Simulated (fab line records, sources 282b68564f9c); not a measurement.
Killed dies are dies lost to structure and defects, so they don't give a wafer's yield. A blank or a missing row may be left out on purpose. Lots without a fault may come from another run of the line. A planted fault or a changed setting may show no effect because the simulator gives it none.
fab line records | flow rit_cmos | part 1 of 2: steps 1 to 24 of 26
record lots=5 wafers=23
route steps=202 shown GATE@87 NLDD@111 SPACER@128 NSD@132 PSD@150 SILICIDE@162 M1@202
start_h: hours from the record's first day to the start of the lot's first wafer shown | wait_h: hours since the lot's step before | " the same as in the row above | L1.1+2: a row that stands for several wafers | - no value, or no start given | * or withheld: withheld | < > ~ a bound
route shown NAME@n: a module of which the file shows steps, and the number in the route of the first | usual: mean/standard deviation of fault-free wafers | same: alike in all rows | chamber/n: place in a boat | sites: the reading at each site | _std_site: their standard deviation | _edge_site: outer sites' mean less inner sites' | radius_mm: how far each site lies from the wafer's centre | mask NAME#n: copy n | behind: the tool/chamber that last shaped the wafer | hold: why the lot was held/for how many hours/how that ended | device: the transistor (n, p or np) that didn't switch | end of line: the same wafers' tests at the end of the route | a step without rows: its recipe alone | killed: dies lost to structure and defects at the first sort, not the wafer's yield | map: a wafer's dies, x killed, . not, _ none there
set.NAME: the setting as run; set.NAME@STEP: as run at that earlier step | model.NAME: the simulator's own value behind a step, which no gauge read
lots whose settings were changed on purpose; a table a step, a row a wafer
## steps
# step RIT_GATE_COAT_11
# recipe resist=NOVOLAK spin_rpm=4250 resist_thk_nm=850
# columns lot.wafer tool chamber start_h wait_h set.spin_rpm model.NOVOLAK_of_GATE_COAT_11.thk_nm
L078.2 litho_track-01 0 62.69 0.1 4250 850.3
L078.3 " 0 " " 4250 851.2
L078.4 " 0 " " 4250 850.8
L078.5 " 0 " " 4473 830.4
L078.6 " 0 " " 4473 830.2
L079.2 litho_track-01 0 69.65 0.1 4250 856
L079.3 " 0 " " 4250 857.8
L079.6 " 0 " " 4250 859.1
L080.1 litho_track-01 0 72.21 0.1 3962 881.1
L080.2 " 0 " " 3962 880
L080.4 " 0 " " 4250 850.6
L080.5 " 0 " " 4250 850.2
L080.6 " 0 " " 4250 849.1
L083.1 litho_track-03 0 85.53 0.1 4250 847.2
L083.2 " 0 " " 4449 830.9
L083.3 " 0 " " 4449 830.4
L083.4 " 0 " " 4250 847
L083.6 " 0 " " 4449 827.7
L084.2 litho_track-04 0 90.90 0.1 4250 851.1
L084.3 " 0 " " 4250 850.7
L084.4 " 0 " " 4250 851.4
L084.5 " 0 " " 4250 851.8
L084.6 " 0 " " 4250 850.5
# step RIT_GATE_EXPOSE_13
# recipe mask_id=M6 na=0.6 source_shape=conventional sigma_outer=0.6 target_cd_nm=150 dose_mj=380
# columns lot.wafer tool chamber start_h wait_h mask set.dose_mj
L078.2+4+5 iline_stepper-02 0 62.99 0.1 M6#0 380
L078.3+6 " 0 " " M6#0 357
L079.2+3+6 iline_stepper-02 0 69.95 0.1 M6#0 380
L080.1+5+6 iline_stepper-01 0 72.63 0.2 M6#0 406.3
L080.2+4 " 0 " " M6#0 380
L083.1+3 iline_stepper-01 0 85.95 0.2 M6#0 395.6
L083.2+4+6 " 0 " " M6#0 380
L084.2+3+4+5+6 iline_stepper-01 0 91.19 0.1 M6#0 380
# step RIT_GATE_PEB_14
# recipe resist=NOVOLAK temp_c=withheld time_s=withheld
# step RIT_GATE_DEVELOP_15
# recipe resist=NOVOLAK develop_time_s=50 dev_temp_c=23
# step RIT_GATE_CD_MEAS_16
# recipe target_cd_nm=150
# usual cd_nm=149.9/2.1
# columns lot.wafer tool chamber start_h wait_h set.dose_mj@GATE_EXPOSE_13 cd_nm
L078.2 cd_sem-02 - 63.42 - 380 150.0
L078.3 " - " " 357 182.3
L078.4 " - " " 380 151.3
L078.5 " - " " 380 147.1
L078.6 " - " " 357 178.4
L079.2 cd_sem-01 - 70.65 - 380 152.3
L079.3 " - " " 380 152.6
L079.6 " - " " 380 147.8
L080.1 cd_sem-02 - 73.03 - 406.3 120.0
L080.2 " - " " 380 153.1
L080.4 " - " " 380 148.4
L080.5 " - " " 406.3 114.4
L080.6 " - " " 406.3 113.6
L083.1 cd_sem-01 - 86.35 - 395.6 130.3
L083.2 " - " " 380 149.5
L083.3 " - " " 395.6 128.1
L083.4 " - " " 380 150.5
L083.6 " - " " 380 147.6
L084.2 cd_sem-02 - 91.59 - 380 147.0
L084.3 " - " " 380 148.7
L084.4 " - " " 380 148.5
L084.5 " - " " 380 147.6
L084.6 " - " " 380 147.4
# step RIT_GATE_HARDBAKE_18
# recipe resist=NOVOLAK temp_c=140 time_s=60
# columns lot.wafer tool chamber start_h wait_h set.spin_rpm@GATE_COAT_11 model.NOVOLAK_of_GATE_COAT_11.thk_nm
L078.2 litho_track-04 0 63.58 0.0 4250 752.7
L078.3 " 0 " " 4250 753.5
L078.4 " 0 " " 4250 753.2
L078.5 " 0 " " 4473 735.4
L078.6 " 0 " " 4473 735.2
L079.2 litho_track-03 0 70.81 0.0 4250 757.8
L079.3 " 0 " " 4250 759.4
L079.6 " 0 " " 4250 760.5
L080.1 litho_track-01 0 73.19 0.0 3962 779.7
L080.2 " 0 " " 3962 778.7
L080.4 " 0 " " 4250 753.1
L080.5 " 0 " " 4250 752.6
L080.6 " 0 " " 4250 751.7
L083.1 litho_track-01 0 86.63 0.1 4250 750
L083.2 " 0 " " 4449 735.8
L083.3 " 0 " " 4449 735.3
L083.4 " 0 " " 4250 749.9
L083.6 " 0 " " 4449 732.9
L084.2 litho_track-01 0 91.75 0.0 4250 753.5
L084.3 " 0 " " 4250 753.1
L084.4 " 0 " " 4250 753.7
L084.5 " 0 " " 4250 754
L084.6 " 0 " " 4250 752.9
# step RIT_GATE_ETCH_19
# recipe chemistry=SF6/CHF3/O2 time_s=165 SF6_flow_sccm=30 CHF3_flow_sccm=30 O2_flow_sccm=5 target=poly-Si pressure_mtorr=40 rf_w=160 target_depth_a=3125 over_etch_frac=0.25 stop_on=SiO2
# usual oes_product_au=0.846/0.0097
# columns lot.wafer tool chamber start_h wait_h set.sih4_flow_sccm@GATE_CVD_08 set.dose_mj@GATE_EXPOSE_13 oes_product_au model.etch.depth_nm model.GATE.feature_depth_nm model.GATE.cd_nm
L078.2 rie_si-01 3 63.71 0.1 87.53 380 0.795 222.2 222.2 149.8
L078.3 " 0 " " 87.53 357 0.790 220.5 220.5 182.6
L078.4 " 2 " " 87.53 380 0.771 220.9 220.9 151.4
L078.5 " 1 " " 87.53 380 0.785 222.7 222.7 147.1
L078.6 " 2 " " 87.53 357 0.768 220.8 220.8 178.2
L079.2 rie_si-02 0 70.93 0.1 100 380 0.841 249.4 249.4 152
L079.3 " 1 " " 100 380 0.853 252.2 252.2 152.5
L079.6 " 2 " " 100 380 0.853 251.6 251.6 147.9
L080.1 rie_si-01 1 73.34 0.1 100 406.3 0.848 248.8 248.8 120
L080.2 " 2 " " 100 380 0.834 249.1 249.1 153.2
L080.4 " 0 " " 100 380 0.860 249.7 249.7 148.5
L080.5 " 2 " " 100 406.3 0.845 251.7 251.7 114.7
L080.6 " 1 " " 100 406.3 0.855 249.6 249.6 113.8
L083.1 rie_si-02 2 86.78 0.1 111.3 395.6 0.912 274.9 274.9 130.5
L083.2 " 1 " " 111.3 380 0.903 275.6 275.6 148.9
L083.3 " 0 " " 111.3 395.6 0.908 275.3 275.3 128.1
L083.4 " 3 " " 111.3 380 0.898 277.6 277.6 150.2
L083.6 " 3 " " 111.3 380 0.898 276.8 276.8 147.6
L084.2 rie_si-01 0 91.88 0.1 89.76 380 0.790 223.3 223.3 147.1
L084.3 " 3 " " 89.76 380 0.782 224.2 224.2 148.7
L084.4 " 1 " " 89.76 380 0.782 223.1 223.1 148.4
L084.5 " 3 " " 89.76 380 0.776 220.6 220.6 148
L084.6 " 2 " " 89.76 380 0.774 222.1 222.1 147.4
# step RIT_GATE_STRIP_20
# recipe chemistry=O2 time_s=180 resist=NOVOLAK platen_temp_c=withheld power_w=500 pressure_mtorr=4000 o2_flow_sccm=4000
# step RIT_GATE_CD_MEAS_90
# recipe target_cd_nm=150
# usual cd_nm=149.9/2.1
# columns lot.wafer tool chamber start_h wait_h set.dose_mj@GATE_EXPOSE_13 cd_nm
L078.2 cd_sem-01 - 64.01 0.1 380 149.8
L078.3 " - " " 357 182.8
L078.4 " - " " 380 151.1
L078.5 " - " " 380 146.9
L078.6 " - " " 357 178.0
L079.2 cd_sem-01 - 71.24 0.1 380 151.8
L079.3 " - " " 380 152.5
L079.6 " - " " 380 147.8
L080.1 cd_sem-01 - 73.62 0.1 406.3 120.0
L080.2 " - " " 380 153.6
L080.4 " - " " 380 148.8
L080.5 " - " " 406.3 114.5
L080.6 " - " " 406.3 114.5
L083.1 cd_sem-02 - 87.06 0.1 395.6 130.5
L083.2 " - " " 380 148.7
L083.3 " - " " 395.6 128.3
L083.4 " - " " 380 149.8
L083.6 " - " " 380 147.6
L084.2 cd_sem-02 - 92.18 0.1 380 147.1
L084.3 " - " " 380 148.4
L084.4 " - " " 380 148.8
L084.5 " - " " 380 148.1
L084.6 " - " " 380 147.2
# step RIT_NLDD_IMPLANT_08
# recipe species=P energy_kev=20 dose_cm2=5e+14 tilt_deg=7
# columns lot.wafer tool chamber start_h wait_h set.dose_cm2
L078.2+6 implanter-04 0 69.43 0.1 5e+14
L078.3+4+5 " 0 " " 4.735e+14
L079.2+3+6 implanter-03 0 75.37 0.1 5e+14
L080.1+5 implanter-01 0 78.09 0.1 4.852e+14
L080.2+4+6 " 0 " " 5e+14
L083.1+2+3+4+6 implanter-04 0 91.46 0.1 5e+14
L084.2+6 implanter-01 0 98.01 0.1 5e+14
L084.3+4+5 " 0 " " 5.116e+14
# step RIT_SPACER_CVD_03
# recipe material=Si3N4 target_thk_nm=250 temp_c=810 precursor=SiH2Cl2/NH3 time_s=3300 pressure_mtorr=300 sih2cl2_flow_sccm=60 nh3_flow_sccm=150
# columns lot.wafer tool chamber start_h wait_h set.pressure_mtorr model.Si3N4_of_SPACER_CVD_03.thk_nm
L078.2 - - - 0.2 268 242.2
L078.3+4 " - " " 268 242
L078.5 " - " " 268 241.2
L078.6 " - " " 268 243.3
L079.2+3 lpcvd-02 0 77.84 0.0 300 250.4
L079.6 " 0 " " 300 250.1
L080.1+2+5 - - - 0.0 270.5 240.4
L080.4 " - " " 270.5 239.8
L080.6 " - " " 270.5 240.8
L083.1 - - - 0.0 281.4 242.5
L083.2+3 " - " " 281.4 243.9
L083.4 " - " " 281.4 242.7
L083.6 " - " " 281.4 243.4
L084.2 - - - 0.5 333.5 256.8
L084.3 " - " " 333.5 258.2
L084.4 " - " " 333.5 256.4
L084.5 " - " " 333.5 256.9
L084.6 " - " " 333.5 259
# step RIT_SPACER_THK_MEAS_04
# recipe reads=Si3N4_of_SPACER_CVD_03
# usual SPACER_NITRIDE_THK=248.8/1.9
# columns lot.wafer tool chamber start_h wait_h set.pressure_mtorr@SPACER_CVD_03 SPACER_NITRIDE_THK[nm]
L078.2 film_metro-04 - - - 268 242.3
L078.3 " - " " 268 241.9
L078.4 " - " " 268 242.0
L078.5 " - " " 268 241.2
L078.6 " - " " 268 243.1
L079.2 film_metro-04 - 79.76 0.0 300 250.3
L079.3 " - " " 300 250.5
L079.6 " - " " 300 250.1
L080.1 film_metro-04 - - - 270.5 240.6
L080.2 " - " " 270.5 240.5
L080.4 " - " " 270.5 239.8
L080.5 " - " " 270.5 240.5
L080.6 " - " " 270.5 240.7
L083.1 film_metro-03 - - - 281.4 242.4
L083.2 " - " " 281.4 243.8
L083.3 " - " " 281.4 243.8
L083.4 " - " " 281.4 242.6
L083.6 " - " " 281.4 243.4
L084.2 film_metro-01 - - - 333.5 256.9
L084.3 " - " " 333.5 258.4
L084.4 " - " " 333.5 256.4
L084.5 " - " " 333.5 256.9
L084.6 " - " " 333.5 259.1
# step RIT_SPACER_ETCHBACK_05
# recipe target_depth_a=2500 SF6_flow_sccm=30 CHF3_flow_sccm=30 target=Si3N4 chemistry=SF6/CHF3 pressure_mtorr=40 rf_w=250 time_s=240 stop_on=SiO2
# columns lot.wafer tool chamber start_h wait_h set.sih4_flow_sccm@GATE_CVD_08 set.pressure_mtorr@SPACER_CVD_03 model.poly-Si_of_GATE_CVD_08.thk_nm model.etch.depth_nm
L078.2 rie_diel-04 3 73.97 0.0 87.53 268 141.8 242.2
L078.3 " 2 " " 87.53 268 138.2 242
L078.4 " 0 " " 87.53 268 139.1 242
L078.5 " 0 " " 87.53 268 141.1 241.2
L078.6 " 3 " " 87.53 268 140 243.3
L079.2 rie_diel-02 2 79.81 0.0 100 300 167.4 250.4
L079.3 " 0 " " 100 300 166.8 250.4
L079.6 " 3 " " 100 300 166.7 250.1
L080.1 rie_diel-02 2 82.38 0.1 100 270.5 166.5 240.4
L080.2 " 0 " " 100 270.5 163.2 240.4
L080.4 " 1 " " 100 270.5 167 239.8
L080.5 " 0 " " 100 270.5 166.1 240.4
L080.6 " 3 " " 100 270.5 164.6 240.8
L083.1 rie_diel-02 1 95.73 0.1 111.3 281.4 191.4 242.5
L083.2 " 2 " " 111.3 281.4 193.4 243.9
L083.3 " 3 " " 111.3 281.4 191.4 243.9
L083.4 " 0 " " 111.3 281.4 192.4 242.7
L083.6 " 2 " " 111.3 281.4 194.9 243.4
L084.2 rie_diel-04 0 102.72 0.0 89.76 333.5 141.8 256.8
L084.3 " 1 " " 89.76 333.5 141.8 258.2
L084.4 " 3 " " 89.76 333.5 141.4 256.4
L084.5 " 0 " " 89.76 333.5 139.5 256.9
L084.6 " 3 " " 89.76 333.5 140.5 259
# step RIT_NSD_COAT_01
# recipe resist=NOVOLAK spin_rpm=3250 resist_thk_nm=1000
# columns lot.wafer tool chamber start_h wait_h set.resist_thk_nm model.NOVOLAK_of_NSD_COAT_01.thk_nm
L078.2+5 litho_track-01 0 74.30 0.1 1022 1023
L078.3+4 " 0 " " 1000 1002
L078.6 " 0 " " 1000 1001
L079.2+3 litho_track-04 0 80.14 0.1 1000 1002
L079.6 " 0 " " 1000 1004
L080.1 litho_track-01 0 82.70 0.1 1052 1058
L080.2 " 0 " " 1052 1053
L080.4 " 0 " " 1000 1003
L080.5 " 0 " " 1000 999.4
L080.6 " 0 " " 1052 1055
L083.1 litho_track-01 0 96.03 0.1 1000 1004
L083.2 " 0 " " 956 957.5
L083.3 " 0 " " 1000 1005
L083.4 " 0 " " 1000 1007
L083.6 " 0 " " 956 961
L084.2 litho_track-01 0 103.05 0.1 1000 1001
L084.3+6 " 0 " " 1017 1017
L084.4 " 0 " " 1000 1003
L084.5 " 0 " " 1017 1015
# step RIT_NSD_SOFTBAKE_02
# recipe resist=NOVOLAK temp_c=90 time_s=60
# step RIT_NSD_EXPOSE_03
# recipe mask_id=M9 na=0.57 target_cd_nm=40700 dose_mj=250
# step RIT_NSD_DEVELOP_05
# recipe resist=NOVOLAK develop_time_s=50 dev_temp_c=23
# step RIT_NSD_HARDBAKE_07
# recipe resist=NOVOLAK temp_c=140 time_s=60
# columns lot.wafer tool chamber start_h wait_h set.resist_thk_nm@NSD_COAT_01 model.NOVOLAK_of_NSD_COAT_01.thk_nm
L078.2 litho_track-01 0 75.20 0.2 1022 903.8
L078.3 " 0 " " 1000 885.5
L078.4 " 0 " " 1000 885.9
L078.5 " 0 " " 1022 904.1
L078.6 " 0 " " 1000 884.6
L079.2 litho_track-01 0 81.00 0.0 1000 885.9
L079.3 " 0 " " 1000 885.5
L079.6 " 0 " " 1000 887.1
L080.1 litho_track-04 0 83.56 0.0 1052 934.3
L080.2 " 0 " " 1052 929.8
L080.4 " 0 " " 1000 886.8
L080.5 " 0 " " 1000 883.3
L080.6 " 0 " " 1052 932
L083.1 litho_track-01 0 96.77 0.0 1000 887.7
L083.2 " 0 " " 956 846.6
L083.3 " 0 " " 1000 888
L083.4 " 0 " " 1000 890.1
L083.6 " 0 " " 956 849.7
L084.2 litho_track-04 0 103.94 0.2 1000 884.6
L084.3 " 0 " " 1017 898.5
L084.4 " 0 " " 1000 886.6
L084.5 " 0 " " 1017 897
L084.6 " 0 " " 1017 898.8
# step RIT_NSD_IMPLANT_08
# recipe species=P energy_kev=25 dose_cm2=1e+15 tilt_deg=7
# columns lot.wafer tool chamber start_h wait_h set.energy_kev model.implant.rp_nm model.implant.drp_nm
L078.2+3+5 implanter-04 0 75.35 0.1 25.48 32.97 15.01
L078.4+6 " 0 " " 25 32.54 14.84
L079.2+3+6 implanter-02 0 81.15 0.1 25 31.62 14.84
L080.1+2+4 implanter-04 0 83.71 0.1 25 32.64 14.84
L080.5+6 " 0 " " 25.49 33.07 15.01
L083.1+2+6 implanter-04 0 96.92 0.1 26.08 33.85 15.22
L083.3+4 " 0 " " 25 32.9 14.84
L084.2+3+4+5+6 implanter-02 0 104.09 0.1 25 32.41 14.84
# step RIT_PSD_IMPLANT_08
# recipe species=BF2 energy_kev=27 dose_cm2=5e+15 tilt_deg=7
# columns lot.wafer tool chamber start_h wait_h set.dose_cm2
L078.2+4 implanter-02 0 76.89 0.1 5.347e+15
L078.3+5+6 " 0 " " 5e+15
L079.2+3+6 implanter-04 0 82.57 0.1 5e+15
L080.1+4+5 implanter-04 0 85.25 0.1 5.218e+15
L080.2+6 " 0 " " 5e+15
L083.1+2+4 implanter-04 0 98.46 0.1 4.769e+15
L083.3+6 " 0 " " 5e+15
L084.2+3+6 implanter-02 0 105.65 0.1 5e+15
L084.4+5 " 0 " " 5.228e+15
# step RIT_PSD_STRIP_09
# recipe chemistry=O2 time_s=180 resist=NOVOLAK platen_temp_c=withheld power_w=500 pressure_mtorr=4000 o2_flow_sccm=4000
# step RIT_SDANNEAL_RS_MEAS_07
# recipe thk_meas_gauge=four-point-probe
# usual NLDD_RS=151.8/0.5
# columns lot.wafer tool chamber start_h wait_h set.dose_cm2@NLDD_IMPLANT_08 NLDD_RS[ohm/sq]
L078.2 film_metro-03 - 78.06 0.1 5e+14 151.0
L078.3 " - " " 4.735e+14 158.1
L078.4 " - " " 4.735e+14 158.3
L078.5 " - " " 4.735e+14 158.4
L078.6 " - " " 5e+14 151.1
L079.2 film_metro-04 - 83.74 0.1 5e+14 151.7
L079.3 " - " " 5e+14 151.8
L079.6 " - " " 5e+14 151.9
L080.1 film_metro-03 - 86.42 0.1 4.852e+14 155.2
L080.2 " - " " 5e+14 151.3
L080.4 " - " " 5e+14 150.9
L080.5 " - " " 4.852e+14 154.7
L080.6 " - " " 5e+14 151.3
L083.1 film_metro-04 - 99.66 0.1 5e+14 151.8
L083.2 " - " " 5e+14 152.6
L083.3 " - " " 5e+14 151.9
L083.4 " - " " 5e+14 152.2
L083.6 " - " " 5e+14 151.4
L084.2 film_metro-03 - 106.82 0.1 5e+14 151.2
L084.3 " - " " 5.116e+14 149.0
L084.4 " - " " 5.116e+14 148.4
L084.5 " - " " 5.116e+14 148.7
L084.6 " - " " 5e+14 150.9
# step RIT_SILICIDE_SPUTTER_01
# recipe material=Ti target_thk_nm=30 power_w=350 chamber_pressure_pa=0.667 gas=Ar time_s=240 substrate_temp_c=25
# columns lot.wafer tool chamber start_h wait_h set.power_w model.Ti_of_SILICIDE_SPUTTER_01.thk_nm
L078.2 pvd_sputter-03 - 78.17 0.0 350 29.82
L078.3 " - " " 320.7 27.77
L078.4 " - " " 350 30.03
L078.5 " - " " 320.7 27.24
L078.6 " - " " 350 29.79
L079.2 pvd_sputter-01 - 83.85 0.0 350 30.24
L079.3 " - " " 350 29.8
L079.6 " - " " 350 29.82
L080.1 pvd_sputter-03 - 86.56 0.0 384.4 32.54
L080.2 " - " " 350 30.33
L080.4 " - " " 384.4 32.97
L080.5 " - " " 350 29.75
L080.6 " - " " 350 30.31
L083.1 pvd_sputter-01 - 99.80 0.0 370.3 32.15
L083.2 " - " " 350 31.04
L083.3 " - " " 370.3 32.03
L083.4 " - " " 350 30.42
L083.6 " - " " 370.3 31.91
L084.2 pvd_sputter-03 - 106.93 0.0 350 29.21
L084.3 " - " " 371 31.48
L084.4 " - " " 350 29.73
L084.5 " - " " 350 29.85
L084.6 " - " " 371 31.6
# step RIT_SILICIDE_RS_MEAS_02
# recipe thk_meas_gauge=four-point-probe reads=Ti_of_SILICIDE_SPUTTER_01
# usual SILICIDE_TI_RS=48.1/0.72
# columns lot.wafer tool chamber start_h wait_h set.power_w@SILICIDE_SPUTTER_01 SILICIDE_TI_RS[ohm/sq]
L078.2 film_metro-04 - 78.34 0.1 350 48.3
L078.3 " - " " 320.7 52.9
L078.4 " - " " 350 47.8
L078.5 " - " " 320.7 54.2
L078.6 " - " " 350 48.3
L079.2 film_metro-02 - 84.02 0.1 350 47.4
L079.3 " - " " 350 48.4
L079.6 " - " " 350 48.3
L080.1 film_metro-02 - 86.71 0.1 384.4 43.2
L080.2 " - " " 350 47.3
L080.4 " - " " 384.4 42.5
L080.5 " - " " 350 48.4
L080.6 " - " " 350 47.3
L083.1 film_metro-01 - 99.95 0.1 370.3 44.1
L083.2 " - " " 350 46.0
L083.3 " - " " 370.3 44.1
L083.4 " - " " 350 47.2
L083.6 " - " " 370.3 44.5
L084.2 film_metro-01 - 107.10 0.1 350 49.6
L084.3 " - " " 371 45.2
L084.4 " - " " 350 48.7
L084.5 " - " " 350 48.3
L084.6 " - " " 371 45.0
## key
split step=RIT_GATE_COAT_11 setting=spin_rpm stated=4250 by=wafer
response step=RIT_GATE_COAT_11 reading=model.NOVOLAK_of_GATE_COAT_11.thk_nm change=-4.15 per=1% r=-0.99
response step=RIT_GATE_HARDBAKE_18 reading=model.NOVOLAK_of_GATE_COAT_11.thk_nm change=-3.63 per=1% r=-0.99
split step=RIT_GATE_EXPOSE_13 setting=dose_mj stated=380 by=wafer
response step=RIT_GATE_CD_MEAS_16 reading=cd_nm change=-5.02 per=1% r=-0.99
response step=RIT_GATE_ETCH_19 reading=model.GATE.cd_nm change=-5.01 per=1% r=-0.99
response step=RIT_GATE_CD_MEAS_90 reading=cd_nm change=-5.01 per=1% r=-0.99
response step=RIT_M1_PROBE_99 reading=model.etest.pmos_turned.r_on_ohm_um change=-122 per=1% r=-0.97
response step=RIT_M1_PROBE_99 reading=model.etest.pmos_0p15.r_on_ohm_um change=-118 per=1% r=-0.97
response step=RIT_M1_PROBE_99 reading=model.etest.pmos_0p3.r_on_ohm_um change=-64.3 per=1% r=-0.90
response step=RIT_M1_PROBE_99 reading=model.etest.pmos_0p15.drive_ua_um change=+15.6 per=1% r=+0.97
response step=RIT_M1_PROBE_99 reading=model.etest.nmos_0p15.drive_ua_um change=+23 per=1% r=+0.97
split step=RIT_NLDD_IMPLANT_08 setting=dose_cm2 stated=5e+14 by=wafer
response step=RIT_SDANNEAL_RS_MEAS_07 reading=NLDD_RS change=-1.3 per=1% r=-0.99
split step=RIT_SPACER_CVD_03 setting=pressure_mtorr stated=300 by=lot
response step=RIT_SPACER_CVD_03 reading=model.Si3N4_of_SPACER_CVD_03.thk_nm change=+0.772 per=1% r=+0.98
response step=RIT_SPACER_THK_MEAS_04 reading=SPACER_NITRIDE_THK change=+0.775 per=1% r=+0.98
response step=RIT_SPACER_ETCHBACK_05 reading=model.etch.depth_nm change=+0.772 per=1% r=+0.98
split step=RIT_NSD_COAT_01 setting=resist_thk_nm stated=1000 by=wafer
response step=RIT_NSD_COAT_01 reading=model.NOVOLAK_of_NSD_COAT_01.thk_nm change=+10.2 per=1% r=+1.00
response step=RIT_NSD_HARDBAKE_07 reading=model.NOVOLAK_of_NSD_COAT_01.thk_nm change=+8.95 per=1% r=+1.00
split step=RIT_NSD_IMPLANT_08 setting=energy_kev stated=25 by=wafer
response step=RIT_NSD_IMPLANT_08 reading=model.implant.rp_nm change=+0.22 per=1% r=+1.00
response step=RIT_NSD_IMPLANT_08 reading=model.implant.drp_nm change=+0.0889 per=1% r=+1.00
split step=RIT_PSD_IMPLANT_08 setting=dose_cm2 stated=5e+15 by=wafer
response none clear
split step=RIT_SILICIDE_SPUTTER_01 setting=power_w stated=350 by=wafer
response step=RIT_SILICIDE_SPUTTER_01 reading=model.Ti_of_SILICIDE_SPUTTER_01.thk_nm change=+0.275 per=1% r=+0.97
response step=RIT_SILICIDE_RS_MEAS_02 reading=SILICIDE_TI_RS change=-0.546 per=1% r=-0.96
response step=RIT_SILICIDE_THK_MEAS_03 reading=SILICIDE_TI_THK change=+0.284 per=1% r=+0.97
split outside_this_file step=RIT_GATE_CVD_08 setting=sih4_flow_sccm
# split outside_this_file: this setting was split too, and the file shows its column; the key of that split is in another file
